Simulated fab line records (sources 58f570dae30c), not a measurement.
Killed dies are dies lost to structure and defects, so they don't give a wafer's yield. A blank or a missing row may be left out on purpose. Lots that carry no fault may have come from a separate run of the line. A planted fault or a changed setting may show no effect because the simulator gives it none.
2 desks looking at one fault -- flow berkeley_cmos170 -- each desk holds nothing but its own numbers, with what lay behind them at the end

== AT THE METROLOGY DESK ==
Means of the sampled wafers that have a number, per lot and without regard to the tool the lot ran on: this is what the gauges read. Marked OUT: a lot whose mean sits more than 4 standard deviations from the usual mean, which makes it out of limits; the brackets give that distance.
Columns: A = V2_OVL at UCB170_V2_OVL_MEAS_13, usual 2 nm; B = M3_AL_RS at UCB170_M3_RS_MEAS_02, usual 0.0321 ohm/sq
lot,first seen here,A,B
L920,day 8 19:49,-4,0.0318
L921,day 8 20:53,-2,0.0321
L923,day 9 02:52,2,0.0320
L924,day 9 03:35,0,0.0322
L922,day 9 04:28,5,0.0318
L926,day 9 22:08,6,0.0324
L925,day 9 23:32,0,0.0321
L927,day 10 00:05,3,0.0320
L929,day 10 12:10,3,0.0310
L935,day 11 18:59,7,0.0309
L938,day 12 11:30,3,0.0328
L943,day 13 01:09,2,0.0317
L941,day 13 02:05,-4,0.0326
L942,day 13 17:40,5,0.0322
This desk's finding: nothing out of limits on any of the 14 lots.

== DESK OF THE TOOL OWNER: pvd_sputter-02 ==
The tool's own readings at UCB170_M3_SPUTTER_01 (material Al, target thk 900 nm, time 120 s): means of the sampled wafers that have a number, for each lot that ran on this tool. Marked OUT: a lot whose mean sits more than 4 standard deviations from the usual mean, which makes it out of limits; the brackets give that distance.
Columns: A = chamber_pressure_pa at UCB170_M3_SPUTTER_01, usual 0.5000 Pa; B = throttle_valve_pct at UCB170_M3_SPUTTER_01, usual 30.3 %
lot,first seen here,A,B
L923,day 9 03:22,0.5004,29.2
L922,day 9 04:58,0.4998,29.4
L925,day 10 00:02,0.4988,30.4
L929,day 10 12:39,0.4469 (-54) OUT,31.8
L935,day 11 19:28,0.4448 (-56) OUT,31.6
This desk's verdict: out of limits on L929, L935, starting with L929 at day 10 12:39 (chamber_pressure_pa at UCB170_M3_SPUTTER_01). L923, L922, L925 stayed within limits.

== ALL TOGETHER ==
The tool owner's desk had the chance to raise an alarm at day 10 12:39 on L929, L935.
The metrology desk saw nothing out of limits.
The metrology desk holds a record of L929, L935, inside its limits.
UCB170_M3_SPUTTER_01 was run on pvd_sputter-02 by each of the lots named.

== WHAT THE SIMULATOR HAD PUT IN ==
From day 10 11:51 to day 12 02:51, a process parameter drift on pvd_sputter-02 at UCB170_M3_SPUTTER_01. The setting chamber_pressure_pa was moved by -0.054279, starting from 0.5. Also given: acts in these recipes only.
Lots struck among those shown: L929, L935.
Time in hours from fault onset to the first out-of-limits reading at each desk: the tool owner's desk, 1.
